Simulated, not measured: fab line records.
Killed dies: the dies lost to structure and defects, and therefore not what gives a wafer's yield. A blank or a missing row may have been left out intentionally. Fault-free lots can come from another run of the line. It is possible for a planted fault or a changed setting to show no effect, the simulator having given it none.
Which of the tools did it?    flow berkeleyCmos170    15 lots, 45 wafers sampled, at 2 steps of a route of 331

WHAT EACH GAUGE READ, for each wafer
UCB170_NWELL_OVL_MEAS_12.
lot   measured     on          NWELL_OVL (nm)
L191  day 2 11:57  overlay-01  -4 4 2
L190  day 2 12:22  overlay-01  4 8 0
L193  day 3 00:13  overlay-02  12 4 1
L194  day 3 03:30  overlay-02  11 -15 -3
L195  day 3 11:25  overlay-02  14 7 11
L197  day 3 18:15  overlay-01  7 2 4
L196  day 3 18:32  overlay-01  885 897 884
L198  day 4 01:00  overlay-01  888 884 895
L199  day 4 08:44  overlay-01  901 897 896
L205  day 5 09:22  overlay-02  3 -5 -3
L206  day 5 15:54  overlay-02  3 4 5
L207  day 5 19:04  overlay-02  -2 2 -4
L209  day 6 07:22  overlay-02  -1 0 -1
L210  day 6 11:34  overlay-01  -1 3 -1
L211  day 6 17:19  overlay-01  1 3 9

TOOL THAT RAN EACH LOT (tool first, then ch and the chambers of the sampled wafers, then the start)
lot   UCB170_NWELL_EXPOSE_09
L191  krfScanner-02 ch 0, day 2 11:34
L190  krfScanner-01 ch 0, day 2 11:49
L193  krfScanner-02 ch 0, day 2 23:51
L194  krfScanner-02 ch 0, day 3 03:07
L195  krfScanner-01 ch 0, day 3 10:47
L197  krfScanner-01 ch 0, day 3 17:43
L196  krfScanner-02 ch 0, day 3 18:00
L198  krfScanner-02 ch 0, day 4 00:32
L199  krfScanner-02 ch 0, day 4 08:20
L205  krfScanner-01 ch 0, day 5 08:38
L206  krfScanner-01 ch 0, day 5 15:20
L207  krfScanner-01 ch 0, day 5 18:32
L209  krfScanner-01 ch 0, day 6 07:01
L210  krfScanner-01 ch 0, day 6 11:13
L211  krfScanner-01 ch 0, day 6 16:56
- UCB170_NWELL_EXPOSE_09: exposes mask NWELL, target cd 3000 nm.

AS READ BY THE TOOLS THEMSELVES (means over the sampled wafers that have a number; for cases with no such wafer, the mark the record gives instead)
The record holds no such reading with a usual standard deviation.

THE ANSWER, worked out from the rows above alone
Rule: what is usual is taken from the lots themselves. The widest of any qualifying gaps counts: lots, ordered by their means at a reading, are off when they make up no more than a third of the lots, leave a main group of 4 or more, and stand apart from it by 3 or more times the standard deviation of that group's means. Not used: any main group whose means are identical at the precision the tables above print for the reading. A lot without any number at a reading at which 4 lots or more have one is off too. Where the step has rows for the other lots, those lots are counted as sound. Order of review: gauges by route order, followed by the tools' own readings, for which a lot's mean as printed above is used. At the first step where some lot is off, the reading lying furthest off is the one used; lots without a number count as furthest.
Off: L196, L198, L199, at UCB170_NWELL_OVL_MEAS_12 (NWELL_OVL). The main group: mean 2 nm, standard deviation 3.7.
A tool fits if, at a process step before that reading, it ran every lot that is off, and no sound lot after the first of them. The gauges at UCB170_NWELL_OVL_MEAS_12 are tried like those tools. One fits: UCB170_NWELL_EXPOSE_09 on krfScanner-02. Its last sound lot is L194 (day 3 03:07), its first lot that is off L196 (day 3 18:00): a fault that began between those two fits.

WHAT THE SIMULATOR HAD PUT IN
Scanner matching overlay: krfScanner-02, from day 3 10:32 on, at UCB170_NWELL_EXPOSE_09. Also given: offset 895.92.
Shown lots that were struck: L196, L198, L199. Same finding as the rule above.
